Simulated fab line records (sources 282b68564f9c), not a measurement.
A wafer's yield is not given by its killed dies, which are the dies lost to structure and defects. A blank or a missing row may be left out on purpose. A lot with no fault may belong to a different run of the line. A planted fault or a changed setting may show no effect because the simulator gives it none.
Lot-split experiment + flow rit_cmos + 5 lots, 23 wafers read, on a route of 202 steps

== THE SPLIT ==
At RIT_M1_EXPOSE_06 (exposes mask M12, target cd 2600 nm), the setting dose_mj was moved away from the recipe's 250 on 6 of the 23 wafers read, by -3.8% to +5.8%. For the rest of the wafers, this setting stayed at what the recipe calls for.

== FROM THE SPLIT TO THE READING: what the file shows between them, 6 steps ==
- RIT_M1_PEB_07
- RIT_M1_DEVELOP_08: develop time 70.99 s
- RIT_M1_CD_MEAS_09: target cd 2600 nm
- RIT_M1_METAL_ETCH_12: etches Al in Cl2/BCl3, stops on SiO2, time 165 s, target depth 600 nm (also split here: rf_w)
- RIT_M1_STRIP_13: strips in nmp, time 600 s
- RIT_M1_STRIP_14: strips in O2, time 180 s

== THE READING ==
cd_nm at RIT_M1_CD_MEAS_90, given in nm (cd target 2600 nm). On this fab line, fault-free wafers typically give 2599.5 nm with a standard deviation of 2.6 nm.

| wafer  | tool, chamber at the split | dose_mj as run | against the recipe | cd_nm, nm | against lot-mates on the recipe |
|--------|----------------------------|----------------|--------------------|-----------|---------------------------------|
| L074.3 | iline_stepper-02, 0        | 250            | recipe             | 2600.0    | -                               |
| L074.4 | iline_stepper-02, 0        | 250            | recipe             | 2598.5    | -                               |
| L074.6 | iline_stepper-02, 0        | 250            | recipe             | 2600.0    | -                               |
| L075.1 | iline_stepper-01, 0        | 250            | recipe             | 2599.5    | -                               |
| L075.3 | iline_stepper-01, 0        | 250            | recipe             | 2598.5    | -                               |
| L075.4 | iline_stepper-01, 0        | 250            | recipe             | 2601.0    | -                               |
| L075.5 | iline_stepper-01, 0        | 250            | recipe             | 2600.1    | -                               |
| L075.6 | iline_stepper-01, 0        | 250            | recipe             | 2599.3    | -                               |
| L077.1 | iline_stepper-01, 0        | 250            | recipe             | 2601.5    | -                               |
| L077.2 | iline_stepper-01, 0        | 250            | recipe             | 2601.7    | -                               |
| L077.3 | iline_stepper-01, 0        | 250            | recipe             | 2602.2    | -                               |
| L077.4 | iline_stepper-01, 0        | 250            | recipe             | 2602.1    | -                               |
| L077.6 | iline_stepper-01, 0        | 250            | recipe             | 2602.9    | -                               |
| L082.1 | iline_stepper-01, 0        | 250            | recipe             | 2594.2    | -                               |
| L082.2 | iline_stepper-01, 0        | 240.6          | -3.8%              | 2606.0    | +11.9                           |
| L082.3 | iline_stepper-01, 0        | 240.6          | -3.8%              | 2605.5    | +11.4                           |
| L082.5 | iline_stepper-01, 0        | 250            | recipe             | 2594.1    | -                               |
| L082.6 | iline_stepper-01, 0        | 240.6          | -3.8%              | 2604.0    | +9.9                            |
| L085.1 | iline_stepper-01, 0        | 250            | recipe             | 2596.5    | -                               |
| L085.2 | iline_stepper-01, 0        | 264.4          | +5.8%              | 2578.9    | -20.2                           |
| L085.3 | iline_stepper-01, 0        | 264.4          | +5.8%              | 2585.1    | -14.1                           |
| L085.4 | iline_stepper-01, 0        | 250            | recipe             | 2601.8    | -                               |
| L085.5 | iline_stepper-01, 0        | 264.4          | +5.8%              | 2584.0    | -15.2                           |

THE FIT
A straight line over all 23 wafers: cd_nm changes by -2.47 nm for each +1% of dose_mj; r = -0.91; the points scatter about the line by 3 nm.
The same after taking each lot's own level away (the mean of its wafers on the recipe; 23 wafers): -2.88 nm for each +1%; r = -0.98; scatter 1.5 nm.
The reading moves by 17 nm for the largest change in dose_mj, on that fit.
The span of the lots' own levels, 2594.15 to 2602.08 nm, comes to 3.1 times the standard deviation stated above.
In other words, the slope is changed by the lot-to-lot level; the two fits disagree.
Check: -15.3 nm against its lot-mates is what the line predicts for one of the wafers moved furthest among these (+5.8%) when that wafer is left out of the fit. It came out at -20.2 nm against them.

== THESE WAFERS: OTHER SPLITS ==
Other splits were also applied to these wafers ahead of the reading. Each is held against what the fit with the lots' levels taken away leaves over:
| other split on the same wafers    | wafers away from the commonest value | r with cd_nm (lot level and that fit taken away) |
|-----------------------------------|--------------------------------------|--------------------------------------------------|
| RIT_NSD_IMPLANT_08 energy_kev     | 7                                    | -0.02                                            |
| RIT_CONTACT_COAT_03 resist_thk_nm | 8                                    | -0.10                                            |
| RIT_M1_SPUTTER_00 power_w         | 10                                   | -0.30                                            |
| RIT_M1_METAL_ETCH_12 rf_w         | 4                                    | -0.61                                            |

== THE WHOLE CHAIN: every reading that the file lists as answering this split, in the file's order ==
| step              | what it does         | reading                                                            | change (the file's fit)              | r (the file's) |
|-------------------|----------------------|--------------------------------------------------------------------|--------------------------------------|----------------|
| RIT_M1_DEVELOP_08 | develop time 70.99 s | M1.cd_nm (the simulator's own value, which no gauge read)          | -2.83 nm for each +1% of the setting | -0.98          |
| RIT_M1_CD_MEAS_09 | target cd 2600 nm    | cd_nm                                                              | -2.86 nm for each +1% of the setting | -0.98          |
| RIT_M1_CD_MEAS_90 | target cd 2600 nm    | cd_nm                                                              | -2.89 nm for each +1% of the setting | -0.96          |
| RIT_M1_PROBE_99   |                      | etest.m1.width_nm (the simulator's own value, which no gauge read) | -3.06 nm for each +1% of the setting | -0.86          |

== THE FILE'S OWN FIT ==
cd_nm changes by -2.89 nm for each +1% of dose_mj, r = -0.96.
